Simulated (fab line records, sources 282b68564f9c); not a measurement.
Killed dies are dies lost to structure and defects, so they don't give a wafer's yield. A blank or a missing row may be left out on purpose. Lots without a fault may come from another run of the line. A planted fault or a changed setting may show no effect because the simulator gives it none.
Chamber matching | flow rit_cmos | RIT_GATE_ETCH_19 on rie_si-02: 4 sister chambers
The step etches poly-Si in SF6/CHF3/O2, stops on SiO2, time 165 s, target depth 312.5 nm. 4 wafers are shown with their chamber, then 7 later ones without.

WAFERS WITH THEIR CHAMBER
wafer  | chamber | drypump_motor_current_A (A)
L440.4 | 1       | 6.07
L442.6 | 2       | 6.33
L444.1 | 3       | 5.57
L444.3 | 0       | 5.49

WAFERS WITHOUT THEIR CHAMBER
wafer  | drypump_motor_current_A (A)
L444.4 | 6.09
L447.1 | 5.50
L447.4 | 5.57
L447.6 | 6.36
L448.1 | 5.56
L448.2 | 6.37
L448.5 | 5.54

WHICH CHAMBER EACH WENT THROUGH
wafer  | from the rows above     | in truth
L444.4 | 1                       | 1
L447.1 | 0                       | 0
L447.4 | 3                       | 3
L447.6 | 2                       | 2
L448.1 | 3                       | 3
L448.2 | 2                       | 2
L448.5 | can't be placed: 3 or 0 | 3
Placed correctly: 6 of 7. Can't be placed from these rows: 1 (the true chamber is among the candidates in 1). Placed wrongly: 0.
How it was worked out, from the rows above alone: a wafer's distance from a chamber is the root of the sum, over the readings, of the square of ((its reading less the chamber's mean) divided by the reading's scatter). The wafer belongs to the nearest chamber; if the next one is less than 2 further off, it can't be placed. A chamber's mean is the mean of its shown wafers. The scatter: with one shown wafer a chamber, the root of the mean of the squares of how far each hidden wafer lies from its nearest shown one.
